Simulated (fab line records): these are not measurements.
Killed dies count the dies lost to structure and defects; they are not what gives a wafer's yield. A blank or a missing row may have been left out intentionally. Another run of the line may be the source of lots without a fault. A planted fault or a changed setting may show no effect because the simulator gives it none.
Problem report in the 8D (eight disciplines) form, filled by code ; flow rit-cmos ; the parts of the form that need people (team, actions taken, sign-off) are left out

## 1. THE PROBLEM
Wafers free of any fault read 249.8 nm (standard deviation 1.9) for GATE_POLY_THK at RIT_GATE_THK_MEAS_09, against a mean of 272.1 nm on 6 wafers of 2 lots. Relative to the usual mean, that is a shift of +12 standard deviations.
First seen on wafer L758.1, day 4 18:23, on film-metro-01. The record has a number at this step for 39 wafers belonging to 13 lots. By rule, "out" or "out of limits" means more than 4 standard deviations away from the usual mean. Any other wafer with a number is counted as sound.

## 2. WHAT IT IS; WHAT IT IS NOT
question;is;is not
which readings at this step;GATE_POLY_THK;-
which lots;L758, L760;L747, L748, L749, L750, L751, L752, L753, L755, L756, L765, L766
which wafers of those lots;all that have a number;-
read on which gauges;film-metro-01;film-metro-03, film-metro-04
when;from day 4 18:23;"up to then (27 sound wafers); but 6 sound wafers of L765, L766 came after"

## 3. THE SUSPECTS, EACH WITH WHAT RULES IT OUT
Counting: a tool at a process step up to the reading stays a suspect if it ran every lot that is out and no sound lot after the first of them.
- the gauge at RIT_GATE_THK_MEAS_09 has been ruled out. All the wafers that are out were read on film-metro-01, but those of them that RIT_GATE_CVD_08 has rows for are out there too, on other tools.
- lpcvd-02 at RIT_GATE_CVD_08 (deposits poly-Si from SiH4, target thk 250 nm, time 2220 s): kept. It ran every lot that is out, first L758 (day 4 16:46), and no sound lot after that; its last sound lot up to then is L755 (day 4 03:11). Its own pressure-mtorr readings are out on those wafers.
Remaining after the count: lpcvd-02 at RIT_GATE_CVD_08.

## 4. THE CAUSE (what the simulator had put in)
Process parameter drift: lpcvd-02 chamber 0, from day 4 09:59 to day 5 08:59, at RIT_GATE_CVD_08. The setting pressure-mtorr was moved by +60, starting from 300. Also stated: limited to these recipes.
Only this tool survived the counting.

## 5. THE EFFECT CHAIN, in route order
One row per reading whose mean, taken over the struck wafers that have a number, lies over 3 standard deviations from the usual. Readings are gone through only where the record gives a usual standard deviation; hours: the median, over the lots, of the time from a lot's start at the first step in this table giving one to that lot's start at this step; sigmas: the change measured in usual standard deviations.
hours;step;reading;usual;on struck wafers;change;sigmas
0;RIT_GATE_CVD_08;pressure-mtorr;300.1 mTorr;360.5;+60.4;+94
2;RIT_GATE_THK_MEAS_09;GATE_POLY_THK;249.8 nm;272.1;+22.3;+12
3;RIT_GATE_ETCH_19;oes-product-au;0.858 a.u.;0.912;+0.054;+5.6
Here are the process steps it includes:
- RIT_GATE_CVD_08: deposits poly-Si from SiH4, target thk 250 nm, time 2220 s.
- RIT_GATE_ETCH_19: etches poly-Si in SF6/CHF3/O2, stops on SiO2, time 165 s, target depth 312.5 nm.
At these later measuring or inspecting steps, every struck wafer for which the step has a row has a number for every such reading, and none has moved that far: RIT_M1_OVL_MEAS_10.

## 6. HOW IT WOULD HAVE BEEN CAUGHT EARLIER
8 hours passed between the start of the fault at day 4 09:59 and the first reading out of limits at a measuring or inspecting step in this record, taken at day 4 18:23.
Tool's own readings at RIT_GATE_CVD_08, pressure-mtorr: out on all struck wafers the step has rows for; an alarm limit on them would have tripped on the first.
L760, from the lots that are out (2), started RIT_GATE_CVD_08 on lpcvd-02 later than day 4 18:23. Holding the tool at that time would have saved it.
